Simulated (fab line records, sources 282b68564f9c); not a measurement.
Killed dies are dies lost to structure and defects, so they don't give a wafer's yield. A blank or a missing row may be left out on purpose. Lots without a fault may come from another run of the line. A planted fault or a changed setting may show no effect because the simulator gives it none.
Chamber matching | flow rit_cmos | RIT_GATE_ETCH_19 on rie_si-01: 4 sister chambers
The step etches poly-Si in SF6/CHF3/O2, stops on SiO2, time 165 s, target depth 312.5 nm. 18 wafers are shown with their chamber, then 9 later ones without.

WAFERS WITH THEIR CHAMBER
wafer  | chamber | drypump_motor_current_A (A) | throttle_valve_pct (%) | oes_product_au (a.u.)
L108.2 | 3       | 4.6                         | 10.40                  | 0.852
L108.4 | 1       | 6.1                         | 10.16                  | 0.835
L108.5 | 1       | 6.1                         | 10.16                  | 0.835
L110.1 | 2       | 5.3                         | 10.39                  | 0.866
L110.4 | 3       | 4.6                         | 10.39                  | 0.857
L110.5 | 0       | 6.1                         | 10.18                  | 0.857
L111.1 | 1       | 6.1                         | 10.17                  | 0.855
L111.3 | 0       | 6.1                         | 10.17                  | 0.863
L111.6 | 1       | 6.1                         | 10.17                  | 0.854
L115.3 | 2       | 5.3                         | 10.38                  | 0.866
L115.4 | 2       | 5.3                         | 10.37                  | 0.869
L115.5 | 1       | 6.1                         | 10.16                  | 0.837
L117.1 | 2       | 5.3                         | 10.38                  | 0.878
L117.2 | 1       | 6.1                         | 10.16                  | 0.844
L117.5 | 1       | 6.1                         | 10.17                  | 0.847
L119.1 | 1       | 6.2                         | 10.16                  | 0.848
L119.2 | 2       | 5.3                         | 10.39                  | 0.872
L119.5 | 3       | 4.6                         | 10.39                  | 0.871

SIGNATURES (means of the wafers above)
reading                 | chamber 0 | chamber 1 | chamber 2 | chamber 3 | scatter within a chamber
drypump_motor_current_A | 6.100     | 6.112     | 5.300     | 4.600     | 0.025
throttle_valve_pct      | 10.1750   | 10.1638   | 10.3820   | 10.3933   | 0.00646
oes_product_au          | 0.86000   | 0.84437   | 0.87020   | 0.86000   | 0.00741
Rule: a wafer's distance from a chamber is the root of the sum, over the readings, of the square of ((its reading less the chamber's mean) divided by the reading's scatter). The wafer belongs to the nearest chamber; if the next one is less than 2 further off, it can't be placed. The scatter: the root of (the sum of the squares of (reading less its chamber's mean) over the shown wafers, divided by (wafers less chambers)).

WAFERS WITHOUT THEIR CHAMBER
wafer  | drypump_motor_current_A (A) | throttle_valve_pct (%) | oes_product_au (a.u.)
L121.2 | 5.3                         | 10.39                  | 0.896
L121.4 | 6.1                         | 10.18                  | 0.893
L121.6 | 6.1                         | 10.18                  | 0.883
L123.1 | 6.1                         | 10.17                  | 0.883
L123.2 | 4.6                         | 10.38                  | 0.902
L123.5 | 5.2                         | 10.37                  | 0.900
L131.2 | 6.1                         | 10.18                  | 0.846
L131.3 | 6.2                         | 10.19                  | 0.872
L131.4 | 4.6                         | 10.39                  | 0.871

WHICH CHAMBER EACH WENT THROUGH
wafer  | from the rows above     | in truth
L121.2 | 2                       | 2
L121.4 | 0                       | 0
L121.6 | 0                       | 0
L123.1 | 0                       | 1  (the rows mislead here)
L123.2 | 3                       | 3
L123.5 | 2                       | 2
L131.2 | can't be placed: 0 or 1 | 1
L131.3 | can't be placed: 0 or 1 | 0
L131.4 | 3                       | 3
Placed correctly: 6 of 9. Can't be placed from these rows: 2 (the true chamber is among the candidates in 2). Placed wrongly: 1.
